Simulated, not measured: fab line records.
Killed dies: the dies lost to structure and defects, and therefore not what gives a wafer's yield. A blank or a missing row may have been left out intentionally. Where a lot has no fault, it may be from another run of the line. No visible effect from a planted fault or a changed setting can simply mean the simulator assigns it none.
Which of the tools did it? | flow berkeley cmos170 | 18 wafers from 6 lots sampled at 3 of the route's 331 steps

WHAT THE GAUGES READ, wafer by wafer
UCB170_PVT_TW_MEAS_09.
lot  | measured     | on            | PVT_TW
L686 | day 7 08:52  | film metro-03 | 509.4 507.2 507.9
L683 | day 7 09:27  | film metro-02 | 505.9 506.4 505.0
L695 | day 8 22:11  | film metro-04 | 514.3 515.2 513.4
L694 | day 8 22:44  | film metro-02 | 575.5 570.7 573.7
L701 | day 9 19:11  | film metro-02 | 507.5 512.3 508.2
L702 | day 10 13:43 | film metro-03 | 508.6 507.6 509.7

WHAT TOOL EACH LOT RAN ON (gives the tool, then ch and the chambers of the sampled wafers, and finally the start)
lot  | UCB170_NVT_STRIP_08                 | UCB170_PVT_IMPLANT_07
L686 | plasma asher-03 ch 1, day 7 04:55   | implanter-02 ch 0, day 7 08:37
L683 | plasma asher-04 ch 0,1, day 7 05:13 | implanter-02 ch 0, day 7 09:12
L695 | plasma asher-01 ch 0,1, day 8 19:50 | implanter-01 ch 0, day 8 21:57
L694 | plasma asher-01 ch 0,1, day 8 20:19 | implanter-04 ch 0, day 8 22:29
L701 | plasma asher-03 ch 0,1, day 9 17:14 | implanter-01 ch 0, day 9 18:58
L702 | plasma asher-01 ch 0, day 10 10:18  | implanter-01 ch 0, day 10 13:28
- UCB170_NVT_STRIP_08: strips in O2.
- UCB170_PVT_IMPLANT_07

THE ANSWER, worked out from the rows above alone
Rule: the lots themselves supply what counts as usual. The widest of any qualifying gaps counts: lots, ordered by their means at a reading, are off when they make up no more than a third of the lots, leave a main group of 4 or more, and stand apart from it by 3 or more times the standard deviation of that group's means. The tables above print the reading to a certain number of digits; a main group whose means all agree to those digits is not used. A lot without any number at a reading at which 4 lots or more have one is off too. Any other lot the step has rows for is counted as sound.
Off: at UCB170_PVT_TW_MEAS_09 (PVT_TW), L694. The main group has a mean of 509.2 with a standard deviation of 2.8.
A tool fits if, at a process step before that reading, it ran every lot that is off, and no sound lot after the first of them. The gauges at UCB170_PVT_TW_MEAS_09 are tried like those tools. One fits: UCB170_PVT_IMPLANT_07 on implanter-04. It ran no sound lot before its first lot that is off in this sample, so the start can't be narrowed down.

WHAT THE SIMULATOR HAD PUT IN
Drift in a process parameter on implanter-04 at UCB170_PVT_IMPLANT_07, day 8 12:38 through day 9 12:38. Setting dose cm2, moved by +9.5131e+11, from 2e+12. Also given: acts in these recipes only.
Shown lots that were struck: L694. The same result came from the rule above.
